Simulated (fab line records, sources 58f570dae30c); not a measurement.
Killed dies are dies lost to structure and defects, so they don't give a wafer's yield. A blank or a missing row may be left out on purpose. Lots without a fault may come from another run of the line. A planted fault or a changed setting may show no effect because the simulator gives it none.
Problem report in the 8D (eight disciplines) form, filled by code | flow berkeley_cmos170 | the parts of the form that need people (team, actions taken, sign-off) are left out

1. THE PROBLEM
strip_time_to_endpoint_s at UCB170_NSD_STRIP_09 reads a mean of 30.07 s on 1 wafer of 1 lot; wafers without a fault read 35.82 s with a standard deviation of 0.099. That is -58 standard deviations from the usual mean.
The step: strips in O2.
First seen on wafer L285.5, day 10 08:17, on plasma_asher-02. The record holds 39 wafers of 13 lots with a number at this step. Rule for "out", or "out of limits": more than 4 standard deviations from the usual mean. The other wafers with a number count as sound.

2. WHAT IT IS AND WHAT IT IS NOT
question                    | is                                       | is not
which readings at this step | strip_time_to_endpoint_s, oes_product_au | drypump_motor_current_A
which lots                  | L285                                     | L277, L278, L279, L280, L281, L282, L289, L291, L292, L295, L297, L299
which wafers of those lots  | L285.5                                   | L285.1, L285.3
read on which tools         | plasma_asher-02                          | plasma_asher-01, plasma_asher-03
when                        | from day 10 08:17                        | up to then (20 sound wafers); but 18 sound wafers of L289, L291, L292, L295, L297, L299 came after

3. SUSPECTS, AND WHAT RULES EACH OUT
Counting: a tool at a process step up to the reading stays a suspect if it ran every lot that is out. Sound lots after the first of them don't rule it out here, since some wafers of a struck lot are sound.
- plasma_asher-02 at UCB170_NSD_STRIP_09 (strips in O2): kept. It ran the lot that is out, L285 (day 10 08:17); its last sound lot up to then is L280 (day 9 09:33). Its own readings are out on those wafers: oes_product_au, strip_time_to_endpoint_s.
- Within plasma_asher-02 at UCB170_NSD_STRIP_09: the wafers that are out ran in chamber 1; their sound lot-mates ran in chamber 0.
Left after counting: plasma_asher-02 at UCB170_NSD_STRIP_09.

4. THE CAUSE (what the simulator had put in)
Process parameter drift: plasma_asher-02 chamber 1, from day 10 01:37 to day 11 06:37, at UCB170_NSD_STRIP_09. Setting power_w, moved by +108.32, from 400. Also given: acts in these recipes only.
Counting left only this tool.

5. THE CHAIN OF EFFECTS, in route order
Each row: a reading whose mean over the struck wafers that have a number lies more than 3 standard deviations from the usual. Only readings for which the record gives a usual standard deviation are gone through. hours: the time from each lot's start at the first step in this table that gives one to its start at this step, as a median over the lots. sigmas: the change in usual standard deviations.
hours | step                | reading                  | usual      | on struck wafers | change | sigmas
0     | UCB170_NSD_STRIP_09 | oes_product_au           | 0.534 a.u. | 0.596            | +0.062 | +13
0     | UCB170_NSD_STRIP_09 | strip_time_to_endpoint_s | 35.82 s    | 30.07            | -5.75  | -58
The process steps in it:
- UCB170_NSD_STRIP_09: strips in O2.
Later measuring or inspecting steps at which every struck wafer that the step has a row for has a number for every such reading, and none has moved that far: UCB170_V1_OVL_MEAS_13, UCB170_M2_OVL_MEAS_16, UCB170_M3_RS_MEAS_02.

6. WHAT WOULD HAVE CAUGHT IT SOONER
In this record the first reading out of limits was taken at day 10 08:17, 7 hours after the fault began at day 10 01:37.
